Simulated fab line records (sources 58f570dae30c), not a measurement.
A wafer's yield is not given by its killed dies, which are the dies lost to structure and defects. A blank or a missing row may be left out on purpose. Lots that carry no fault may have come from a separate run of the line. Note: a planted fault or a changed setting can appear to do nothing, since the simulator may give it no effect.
fab line records -- flow berkeley-cmos170
record lots=14, wafers=42, last-day=12
route steps=331 shown SDANNEAL@205 CONTACT@232 M1@238
lots untouched by any fault: they come from a run of this same line in which no faults occurred
start-h: hours from the record's first day to the start of the lot's first wafer shown -- wait-h: hours since the lot's step before -- " same as the row above -- L1.1+2: a single row standing in for several wafers -- - no value present, or no start provided -- * or withheld: withheld -- < > ~ a bound
route shown NAME@n: NAME is a module with steps in the file, n the number in the route of the first one -- usual: average and standard deviation across the fault-free wafers -- same: alike in all rows -- chamber/n: place in a boat -- sites: per-site readings -- _std_site: the values' standard deviation -- _edge_site: the outer-site mean with the inner-site mean subtracted -- radius-mm: for every site, how far away it sits from the centre of the wafer -- mask NAME#n: copy n -- behind: the last tool/chamber to shape the wafer -- hold: reason for holding the lot/hours on hold/outcome of the hold -- device: the transistor (n, p or np) that didn't switch -- end of line: tests run on the same wafers once the route is complete -- a step given without rows: its recipe and nothing more -- killed: dies that structure and defects cost at the first sort, which is not the same as the wafer's yield -- map: shows each die of a wafer: x if killed, . if not, _ if none is there
set.NAME: the setting the step ran with; set.NAME@STEP: the setting that earlier step ran with -- model.NAME: the simulator's own value behind a step, which no gauge read
route steps across a sampled set of lots; one table per step, one row per wafer
services: a tool's chamber out of use, with start hour (start-h, from the record's first day; less than 0 if before it), hours out, and reason
## steps
# step UCB170_SDANNEAL_RTA_01
# recipe temp-c=1050, time-s=5, ambient=N2
# usual lamp-power-pct=38.2/1.3, wafer_temp_C_max=1055.1/1.1
# same time-s=5
lot.wafer,tool,chamber,start-h,wait-h,lamp-power-pct,wafer_temp_C_max
L708.2,rtp-anneal-02,0,145.44,0.1,39.2,1055.2
L708.3,rtp-anneal-02,0,145.44,0.1,39.1,1055.0
L708.4,rtp-anneal-02,0,145.44,0.1,39.2,1056.0
L706.1,rtp-anneal-01,0,145.59,0.1,36.5,1054.3
L706.2,rtp-anneal-01,0,145.59,0.1,36.5,1053.8
L706.4,rtp-anneal-01,0,145.59,0.1,36.6,1053.0
L705.1,rtp-anneal-02,0,145.74,0.1,39.2,1054.7
L705.3,rtp-anneal-02,0,145.74,0.1,39.2,1057.1
L705.5,rtp-anneal-02,0,145.74,0.1,39.1,1055.8
L710.1,rtp-anneal-02,0,169.83,0.1,39.1,1054.8
L710.3,rtp-anneal-02,0,169.83,0.1,39.2,1056.4
L710.5,rtp-anneal-02,0,169.83,0.1,39.1,1053.7
L711.3,rtp-anneal-01,0,170.05,0.1,36.5,1056.0
L711.4,rtp-anneal-01,0,170.05,0.1,36.5,1053.9
L711.5,rtp-anneal-01,0,170.05,0.1,36.6,1055.7
L712.1,rtp-anneal-02,0,173.74,0.1,39.2,1054.1
L712.3,rtp-anneal-02,0,173.74,0.1,39.2,1054.7
L712.4,rtp-anneal-02,0,173.74,0.1,39.2,1056.0
L713.2,rtp-anneal-02,0,174.20,0.1,39.2,1055.7
L713.3,rtp-anneal-02,0,174.20,0.1,39.2,1054.5
L713.6,rtp-anneal-02,0,174.20,0.1,39.1,1055.2
L714.1,rtp-anneal-01,0,186.86,0.1,36.5,1054.1
L714.5,rtp-anneal-01,0,186.86,0.1,36.5,1054.7
L714.6,rtp-anneal-01,0,186.86,0.1,36.5,1054.4
L719.1,rtp-anneal-01,0,214.31,0.1,36.5,1054.2
L719.2,rtp-anneal-01,0,214.31,0.1,36.5,1054.5
L719.3,rtp-anneal-01,0,214.31,0.1,36.5,1053.1
L720.1,rtp-anneal-02,0,214.70,0.1,39.1,1055.3
L720.2,rtp-anneal-02,0,214.70,0.1,39.2,1055.7
L720.6,rtp-anneal-02,0,214.70,0.1,39.2,1055.9
L717.2,rtp-anneal-02,0,215.31,0.1,39.2,1053.2
L717.4,rtp-anneal-02,0,215.31,0.1,39.2,1056.8
L717.6,rtp-anneal-02,0,215.31,0.1,39.2,1056.0
L722.1,rtp-anneal-01,0,226.51,0.1,36.5,1054.9
L722.2,rtp-anneal-01,0,226.51,0.1,36.5,1054.3
L722.5,rtp-anneal-01,0,226.51,0.1,36.5,1054.3
L726.4,rtp-anneal-02,0,240.59,0.1,39.2,1056.4
L726.5,rtp-anneal-02,0,240.59,0.1,39.2,1055.0
L726.6,rtp-anneal-02,0,240.59,0.1,39.2,1055.9
L728.1,rtp-anneal-01,0,254.59,0.1,36.6,1055.2
L728.2,rtp-anneal-01,0,254.59,0.1,36.5,1054.6
L728.5,rtp-anneal-01,0,254.59,0.1,36.6,1055.5
# step UCB170_CONTACT_OVL_MEAS_16
# usual CONTACT_OVL=0/4.9
lot.wafer,tool,chamber,start-h,wait-h,CONTACT_OVL[nm]
L708.2,overlay-02,-,150.98,0.1,5
L708.3,overlay-02,-,150.98,0.1,8
L708.4,overlay-02,-,150.98,0.1,3
L706.1,overlay-01,-,151.63,0.1,-1
L706.2,overlay-01,-,151.63,0.1,-1
L706.4,overlay-01,-,151.63,0.1,-1
L705.1,overlay-01,-,151.93,0.1,-2
L705.3,overlay-01,-,151.93,0.1,2
L705.5,overlay-01,-,151.93,0.1,-4
L711.3,overlay-02,-,175.06,0.1,-1
L711.4,overlay-02,-,175.06,0.1,-13
L711.5,overlay-02,-,175.06,0.1,5
L710.1,overlay-01,-,175.53,0.1,-4
L710.3,overlay-01,-,175.53,0.1,-2
L710.5,overlay-01,-,175.53,0.1,3
L712.1,overlay-01,-,179.64,0.1,8
L712.3,overlay-01,-,179.64,0.1,-1
L712.4,overlay-01,-,179.64,0.1,1
L713.2,overlay-02,-,179.92,0.1,-4
L713.3,overlay-02,-,179.92,0.1,-9
L713.6,overlay-02,-,179.92,0.1,-5
L714.1,overlay-02,-,193.22,0.1,2
L714.5,overlay-02,-,193.22,0.1,5
L714.6,overlay-02,-,193.22,0.1,6
L719.1,overlay-02,-,219.05,0.1,-1
L719.2,overlay-02,-,219.05,0.1,-1
L719.3,overlay-02,-,219.05,0.1,5
L720.1,overlay-01,-,219.92,0.1,-7
L720.2,overlay-01,-,219.92,0.1,-2
L720.6,overlay-01,-,219.92,0.1,-10
L717.2,overlay-01,-,221.08,0.1,5
L717.4,overlay-01,-,221.08,0.1,-1
L717.6,overlay-01,-,221.08,0.1,4
L722.1,overlay-02,-,231.38,0.1,-2
L722.2,overlay-02,-,231.38,0.1,-6
L722.5,overlay-02,-,231.38,0.1,-1
L726.4,overlay-02,-,245.80,0.1,-6
L726.5,overlay-02,-,245.80,0.1,1
L726.6,overlay-02,-,245.80,0.1,-7
L728.1,overlay-01,-,259.57,0.1,-2
L728.2,overlay-01,-,259.57,0.1,4
L728.5,overlay-01,-,259.57,0.1,-4
# step UCB170_M1_SPUTTER_00
# recipe material=Al, target-thk-nm=600, time-s=80, power-w=6000, chamber-pressure-pa=0.5
# usual throttle-valve-pct=29.8/1
lot.wafer,tool,chamber,start-h,wait-h,throttle-valve-pct
L708.2,pvd-sputter-01,-,151.57,0.0,28.7
L708.3,pvd-sputter-01,-,151.57,0.0,29.8
L708.4,pvd-sputter-01,-,151.57,0.0,30.5
L706.1,pvd-sputter-04,-,152.23,0.0,29.4
L706.2,pvd-sputter-04,-,152.23,0.0,32.1
L706.4,pvd-sputter-04,-,152.23,0.0,29.0
L705.1,pvd-sputter-01,-,152.53,0.0,29.7
L705.3,pvd-sputter-01,-,152.53,0.0,30.4
L705.5,pvd-sputter-01,-,152.53,0.0,28.8
L711.3,pvd-sputter-01,-,175.67,0.0,28.9
L711.4,pvd-sputter-01,-,175.67,0.0,30.5
L711.5,pvd-sputter-01,-,175.67,0.0,28.6
L710.1,pvd-sputter-03,-,176.15,0.0,31.3
L710.3,pvd-sputter-03,-,176.15,0.0,29.8
L710.5,pvd-sputter-03,-,176.15,0.0,29.4
L712.1,pvd-sputter-01,-,180.25,0.0,30.3
L712.3,pvd-sputter-01,-,180.25,0.0,28.5
L712.4,pvd-sputter-01,-,180.25,0.0,28.3
L713.2,pvd-sputter-03,-,180.53,0.0,29.2
L713.3,pvd-sputter-03,-,180.53,0.0,29.4
L713.6,pvd-sputter-03,-,180.53,0.0,30.2
L714.1,pvd-sputter-03,-,193.82,0.0,29.5
L714.5,pvd-sputter-03,-,193.82,0.0,30.9
L714.6,pvd-sputter-03,-,193.82,0.0,29.3
L719.1,pvd-sputter-01,-,219.65,0.0,28.8
L719.2,pvd-sputter-01,-,219.65,0.0,29.9
L719.3,pvd-sputter-01,-,219.65,0.0,30.5
L720.1,pvd-sputter-03,-,221.31,0.0,29.9
L720.2,pvd-sputter-03,-,221.31,0.0,29.7
L720.6,pvd-sputter-03,-,221.31,0.0,29.1
L717.2,pvd-sputter-01,-,221.72,0.0,28.6
L717.4,pvd-sputter-01,-,221.72,0.0,30.3
L717.6,pvd-sputter-01,-,221.72,0.0,30.5
L722.1,pvd-sputter-01,-,232.03,0.0,28.6
L722.2,pvd-sputter-01,-,232.03,0.0,28.5
L722.5,pvd-sputter-01,-,232.03,0.0,28.4
L726.4,pvd-sputter-03,-,246.38,0.0,29.6
L726.5,pvd-sputter-03,-,246.38,0.0,29.5
L726.6,pvd-sputter-03,-,246.38,0.0,30.9
L728.1,pvd-sputter-03,-,260.23,0.0,29.9
L728.2,pvd-sputter-03,-,260.23,0.0,29.4
L728.5,pvd-sputter-03,-,260.23,0.0,29.1
# step UCB170_M1_RS_MEAS_01
# recipe thk-meas-gauge=four-point-probe, reads=Al_of_M1_SPUTTER_00
# usual M1_AL_RS=0.0486/0.00062
lot.wafer,tool,chamber,start-h,wait-h,M1_AL_RS[ohm/sq]
L708.2,film-metro-01,-,151.65,0.1,0.0492
L708.3,film-metro-01,-,151.65,0.1,0.0494
L708.4,film-metro-01,-,151.65,0.1,0.0497
L706.1,film-metro-02,-,152.29,0.0,0.0487
L706.2,film-metro-02,-,152.29,0.0,0.0485
L706.4,film-metro-02,-,152.29,0.0,0.0486
L705.1,film-metro-01,-,152.59,0.0,0.0494
L705.3,film-metro-01,-,152.59,0.0,0.0492
L705.5,film-metro-01,-,152.59,0.0,0.0490
L711.3,film-metro-02,-,175.77,0.1,0.0486
L711.4,film-metro-02,-,175.77,0.1,0.0495
L711.5,film-metro-02,-,175.77,0.1,0.0490
L710.1,film-metro-01,-,176.21,0.0,0.0480
L710.3,film-metro-01,-,176.21,0.0,0.0486
L710.5,film-metro-01,-,176.21,0.0,0.0477
L712.1,film-metro-02,-,180.31,0.0,0.0492
L712.3,film-metro-02,-,180.31,0.0,0.0488
L712.4,film-metro-02,-,180.31,0.0,0.0495
L713.2,film-metro-04,-,180.61,0.1,0.0484
L713.3,film-metro-04,-,180.61,0.1,0.0500
L713.6,film-metro-04,-,180.61,0.1,0.0489
L714.1,film-metro-01,-,193.88,0.0,0.0487
L714.5,film-metro-01,-,193.88,0.0,0.0485
L714.6,film-metro-01,-,193.88,0.0,0.0501
L719.1,film-metro-04,-,219.71,0.0,0.0486
L719.2,film-metro-04,-,219.71,0.0,0.0486
L719.3,film-metro-04,-,219.71,0.0,0.0486
L720.1,film-metro-04,-,221.37,0.0,0.0486
L720.2,film-metro-04,-,221.37,0.0,0.0484
L720.6,film-metro-04,-,221.37,0.0,0.0488
L717.2,film-metro-01,-,221.80,0.1,0.0388
L717.4,film-metro-01,-,221.80,0.1,0.0391
L717.6,film-metro-01,-,221.80,0.1,0.0391
L722.1,film-metro-04,-,232.09,0.0,0.0389
L722.2,film-metro-04,-,232.09,0.0,0.0392
L722.5,film-metro-04,-,232.09,0.0,0.0394
L726.4,film-metro-01,-,246.50,0.1,0.0494
L726.5,film-metro-01,-,246.50,0.1,0.0487
L726.6,film-metro-01,-,246.50,0.1,0.0482
L728.1,film-metro-01,-,260.29,0.0,0.0481
L728.2,film-metro-01,-,260.29,0.0,0.0481
L728.5,film-metro-01,-,260.29,0.0,0.0482
# step UCB170_M1_THK_MEAS_02
# recipe thk-meas-gauge=xrf, reads=Al_of_M1_SPUTTER_00
# usual M1_AL_THK=599/8.9
lot.wafer,tool,chamber,start-h,wait-h,M1_AL_THK[nm]
L708.2,film-metro-01,-,151.76,0.1,596
L708.3,film-metro-01,-,151.76,0.1,594
L708.4,film-metro-01,-,151.76,0.1,590
L706.1,film-metro-02,-,152.41,0.1,600
L706.2,film-metro-02,-,152.41,0.1,602
L706.4,film-metro-02,-,152.41,0.1,602
L705.1,film-metro-01,-,152.71,0.1,594
L705.3,film-metro-01,-,152.71,0.1,593
L705.5,film-metro-01,-,152.71,0.1,595
L711.3,film-metro-02,-,175.87,0.1,599
L711.4,film-metro-02,-,175.87,0.1,589
L711.5,film-metro-02,-,175.87,0.1,598
L710.1,film-metro-01,-,176.33,0.1,606
L710.3,film-metro-01,-,176.33,0.1,596
L710.5,film-metro-01,-,176.33,0.1,608
L712.1,film-metro-02,-,180.43,0.1,593
L712.3,film-metro-02,-,180.43,0.1,599
L712.4,film-metro-02,-,180.43,0.1,592
L713.2,film-metro-04,-,180.72,0.1,597
L713.3,film-metro-04,-,180.72,0.1,579
L713.6,film-metro-04,-,180.72,0.1,591
L714.1,film-metro-01,-,194.00,0.1,598
L714.5,film-metro-01,-,194.00,0.1,602
L714.6,film-metro-01,-,194.00,0.1,581
L719.1,film-metro-04,-,219.83,0.1,588
L719.2,film-metro-04,-,219.83,0.1,590
L719.3,film-metro-04,-,219.83,0.1,593
L720.1,film-metro-04,-,221.49,0.1,596
L720.2,film-metro-04,-,221.49,0.1,594
L720.6,film-metro-04,-,221.49,0.1,585
L717.2,film-metro-01,-,221.91,0.1,750
L717.4,film-metro-01,-,221.91,0.1,747
L717.6,film-metro-01,-,221.91,0.1,747
L722.1,film-metro-04,-,232.21,0.1,738
L722.2,film-metro-04,-,232.21,0.1,734
L722.5,film-metro-04,-,232.21,0.1,729
L726.4,film-metro-01,-,246.59,0.1,591
L726.5,film-metro-01,-,246.59,0.1,596
L726.6,film-metro-01,-,246.59,0.1,603
L728.1,film-metro-01,-,260.41,0.1,604
L728.2,film-metro-01,-,260.41,0.1,609
L728.5,film-metro-01,-,260.41,0.1,603
# step UCB170_M1_OVL_MEAS_10
# usual M1_OVL=2/4.9
lot.wafer,tool,chamber,start-h,wait-h,M1_OVL[nm]
L708.2,overlay-02,-,154.40,0.1,-9
L708.3,overlay-02,-,154.40,0.1,1
L708.4,overlay-02,-,154.40,0.1,-4
L706.1,overlay-01,-,154.59,0.1,1
L706.2,overlay-01,-,154.59,0.1,-6
L706.4,overlay-01,-,154.59,0.1,-5
L705.1,overlay-02,-,155.22,0.1,-12
L705.3,overlay-02,-,155.22,0.1,-11
L705.5,overlay-02,-,155.22,0.1,-5
L711.3,overlay-01,-,177.01,0.1,1
L711.4,overlay-01,-,177.01,0.1,-4
L711.5,overlay-01,-,177.01,0.1,7
L710.1,overlay-01,-,177.55,0.1,1
L710.3,overlay-01,-,177.55,0.1,8
L710.5,overlay-01,-,177.55,0.1,9
L712.1,overlay-01,-,181.58,0.1,1
L712.3,overlay-01,-,181.58,0.1,1
L712.4,overlay-01,-,181.58,0.1,0
L713.2,overlay-02,-,181.86,0.1,-2
L713.3,overlay-02,-,181.86,0.1,0
L713.6,overlay-02,-,181.86,0.1,3
L714.1,overlay-01,-,195.14,0.1,3
L714.5,overlay-01,-,195.14,0.1,5
L714.6,overlay-01,-,195.14,0.1,1
L719.1,overlay-02,-,221.23,0.1,1
L719.2,overlay-02,-,221.23,0.1,-1
L719.3,overlay-02,-,221.23,0.1,1
L720.1,overlay-01,-,222.67,0.1,0
L720.2,overlay-01,-,222.67,0.1,0
L720.6,overlay-01,-,222.67,0.1,0
L717.2,overlay-02,-,223.05,0.1,8
L717.4,overlay-02,-,223.05,0.1,5
L717.6,overlay-02,-,223.05,0.1,5
L722.1,overlay-01,-,233.36,0.1,4
L722.2,overlay-01,-,233.36,0.1,8
L722.5,overlay-01,-,233.36,0.1,2
L726.4,overlay-02,-,247.60,0.1,-1
L726.5,overlay-02,-,247.60,0.1,-5
L726.6,overlay-02,-,247.60,0.1,2
L728.1,overlay-02,-,261.52,0.1,1
L728.2,overlay-02,-,261.52,0.1,4
L728.5,overlay-02,-,261.52,0.1,2
# step UCB170_M1_METAL_ETCH_12
# recipe chemistry=Cl2/BCl3, target=Al, stop-on=PSG, pressure-mtorr=12, target-depth-a=7800, over-etch-frac=0.3, time-s=130, icp-w=600, bias-w=120, Cl2_flow_sccm=90, bcl3-flow-sccm=45
# usual drypump-motor-current-A=6.2/0.33, he-backside-leak-sccm=3.29/0.1, oes-product-au=0.856/0.01, throttle-valve-pct=24.74/0.2
# same over-etch-frac=0.3, time-s=130
lot.wafer,tool,chamber,start-h,wait-h,drypump-motor-current-A,he-backside-leak-sccm,oes-product-au,rf-hours-counter-h,throttle-valve-pct
L708.2,rie-metal-02,0,154.47,-,6.3,3.34,0.849,33,24.63
L708.3,rie-metal-02,0,154.47,-,6.3,3.35,0.844,-,24.63
L708.4,rie-metal-02,1,154.47,-,5.8,3.22,0.856,-,24.70
L706.1,rie-metal-04,1,154.67,-,6.2,3.25,0.858,4,25.00
L706.2,rie-metal-04,0,154.67,-,5.8,3.33,0.855,8,25.07
L706.4,rie-metal-04,1,154.67,-,6.2,3.34,0.866,-,24.98
L705.1,rie-metal-03,0,155.30,-,6.7,3.22,0.851,8,24.77
L705.3,rie-metal-03,1,155.30,-,6.0,3.33,0.843,-,24.44
L705.5,rie-metal-03,0,155.30,-,6.7,3.14,0.867,-,24.76
L711.3,rie-metal-03,0,177.12,-,6.7,3.28,0.866,-,24.77
L711.4,rie-metal-03,1,177.12,-,6.0,3.35,0.842,-,24.44
L711.5,rie-metal-03,0,177.12,-,6.7,3.21,0.856,-,24.78
L710.1,rie-metal-02,0,177.62,-,6.2,3.26,0.854,0,24.72
L710.3,rie-metal-02,0,177.62,-,6.2,3.29,0.852,-,24.72
L710.5,rie-metal-02,1,177.62,-,5.8,3.38,0.864,-,24.71
L712.1,rie-metal-03,0,181.66,-,6.7,3.07,0.863,9,24.78
L712.3,rie-metal-03,1,181.66,-,5.9,3.17,0.840,-,24.43
L712.4,rie-metal-03,0,181.66,-,6.7,3.11,0.857,-,24.77
L713.2,rie-metal-02,0,181.93,-,6.3,3.40,0.851,1,24.74
L713.3,rie-metal-02,0,181.93,-,6.2,3.32,0.835,-,24.73
L713.6,rie-metal-02,0,181.93,-,6.3,3.28,0.843,-,24.73
L714.1,rie-metal-04,1,195.22,-,6.2,3.27,0.859,5,25.01
L714.5,rie-metal-04,1,195.22,-,6.2,3.33,0.855,-,25.01
L714.6,rie-metal-04,0,195.22,-,5.8,3.32,0.832,-,25.08
L719.1,rie-metal-04,1,221.31,-,6.3,3.44,0.861,6,24.98
L719.2,rie-metal-04,1,221.31,-,6.3,3.31,0.852,-,25.00
L719.3,rie-metal-04,1,221.31,-,6.2,3.51,0.854,-,25.01
L720.1,rie-metal-02,0,222.74,-,6.3,3.37,0.851,1,24.73
L720.2,rie-metal-02,1,222.74,-,5.8,3.30,0.860,10,24.71
L720.6,rie-metal-02,1,222.74,-,5.8,3.27,0.845,-,24.70
L717.2,rie-metal-03,1,223.13,-,5.9,3.29,0.955,3,24.38
L717.4,rie-metal-03,1,223.13,-,6.0,3.21,0.957,-,24.40
L717.6,rie-metal-03,1,223.13,-,6.0,3.28,0.965,-,24.39
L722.1,rie-metal-03,1,233.43,-,5.9,3.11,0.963,3,24.40
L722.2,rie-metal-03,0,233.43,-,6.7,3.21,0.981,10,24.72
L722.5,rie-metal-03,1,233.43,-,6.0,3.15,0.957,-,24.38
L726.4,rie-metal-04,0,247.71,-,5.8,3.25,0.842,-,25.08
L726.5,rie-metal-04,1,247.71,-,6.2,3.35,0.851,-,25.01
L726.6,rie-metal-04,0,247.71,-,5.8,3.38,0.857,-,25.06
L728.1,rie-metal-02,0,261.60,-,6.2,3.33,0.855,3,24.73
L728.2,rie-metal-02,1,261.60,-,5.8,3.46,0.866,11,24.70
L728.5,rie-metal-02,0,261.60,-,6.2,3.43,0.856,-,24.72
## services
tool,chamber,start-h,hours,kind
rie-metal-02,0,154.77,-,clean
rie-metal-02,0,154.77,15.8,scheduled-down
rie-metal-02,0,154.77,15.8,vent-cycle
rtp-anneal-02,-,163.76,4.9,pm
pvd-sputter-03,-,165.54,3.6,repair
pvd-sputter-04,-,172.22,4.9,repair
pvd-sputter-03,-,182.35,4.8,repair
rie-metal-04,0,199.57,26.2,repair
## key
first-sign step=UCB170_M1_RS_MEAS_01, reading=M1_AL_RS, direction=down, sigmas=15, usual=0.0486, struck=0.0391
effect step=UCB170_M1_THK_MEAS_02, reading=M1_AL_THK, direction=up, sigmas=16, usual=599, struck=741
effect step=UCB170_M1_METAL_ETCH_12, reading=oes-product-au, direction=up, sigmas=10, usual=0.856, struck=0.963
met-at UCB170_M1_SPUTTER_00
struck-lots L717,L722
sort-left-out L717.2,L717.4,L717.6,L722.1,L722.2,L722.5
not-acting-at UCB170_SDANNEAL_RTA_01,UCB170_CONTACT_OVL_MEAS_16,UCB170_M1_OVL_MEAS_10
onset-between 219.65 221.72
fault kind=process-parameter-drift, tool=pvd-sputter-01, chamber=-, onset-h=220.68, steps=UCB170_M1_SPUTTER_00, channel=time-s, offset=*, shape=step, end-h=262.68, acts-in=*, stated=*
# sort-left-out: the simulated sort isn't trusted on such a fault, so these wafers' sort isn't shown, and their yield isn't known
